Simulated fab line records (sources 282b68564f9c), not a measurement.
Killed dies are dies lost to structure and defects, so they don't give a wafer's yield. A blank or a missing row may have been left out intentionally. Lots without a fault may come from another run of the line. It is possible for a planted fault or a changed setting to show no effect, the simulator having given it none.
The tool behind it: which one? || flow rit cmos || 21 wafers sampled from 7 lots at 1 step of a route of 202

WHAT THE GAUGES SHOWED, per wafer
RIT_PLDD_OVL_MEAS_06.
{"lot": "L994", "measured": "day 3 06:42", "on": "overlay-02", "PLDD_OVL (nm)": "-0.4 0.0 -0.1"}
{"lot": "L103", "measured": "day 5 03:30", "on": "overlay-02", "PLDD_OVL (nm)": "-1.4 1.4 -0.5"}
{"lot": "L106", "measured": "day 5 19:13", "on": "overlay-01", "PLDD_OVL (nm)": "0.4 0.8 0.7"}
{"lot": "L108", "measured": "day 6 03:46", "on": "overlay-02", "PLDD_OVL (nm)": "0.1 0.8 -1.4"}
{"lot": "L111", "measured": "day 6 19:12", "on": "overlay-02", "PLDD_OVL (nm)": "-3.0 -1.7 -0.3"}
{"lot": "L113", "measured": "day 7 04:41", "on": "overlay-01", "PLDD_OVL (nm)": "2.8 0.4 1.1"}
{"lot": "L115", "measured": "day 7 14:23", "on": "overlay-02", "PLDD_OVL (nm)": "-0.2 0.0 1.5"}

WHAT TOOL EACH LOT RAN ON (gives the tool, then ch and the chambers of the sampled wafers, and finally the start)
The record holds no process step before these readings.

THE ANSWER, worked out from the rows above alone
Rule: usual is defined by the lots themselves. Put in order of their means at a reading, lots are off if they are a third of the lots or fewer, leave a main group of 4 or more, and stand apart from it by a gap of 3 or more times the standard deviation of the main group's means; of several such gaps the widest counts. Not used: any main group whose means are identical at the precision the tables above print for the reading. Also off: a lot with no number at a reading for which 4 or more lots have one. The other lots that the step has rows for count as sound.
None of the lots is off at any reading shown; this tells nothing.

WHAT THE SIMULATOR HAD PUT IN
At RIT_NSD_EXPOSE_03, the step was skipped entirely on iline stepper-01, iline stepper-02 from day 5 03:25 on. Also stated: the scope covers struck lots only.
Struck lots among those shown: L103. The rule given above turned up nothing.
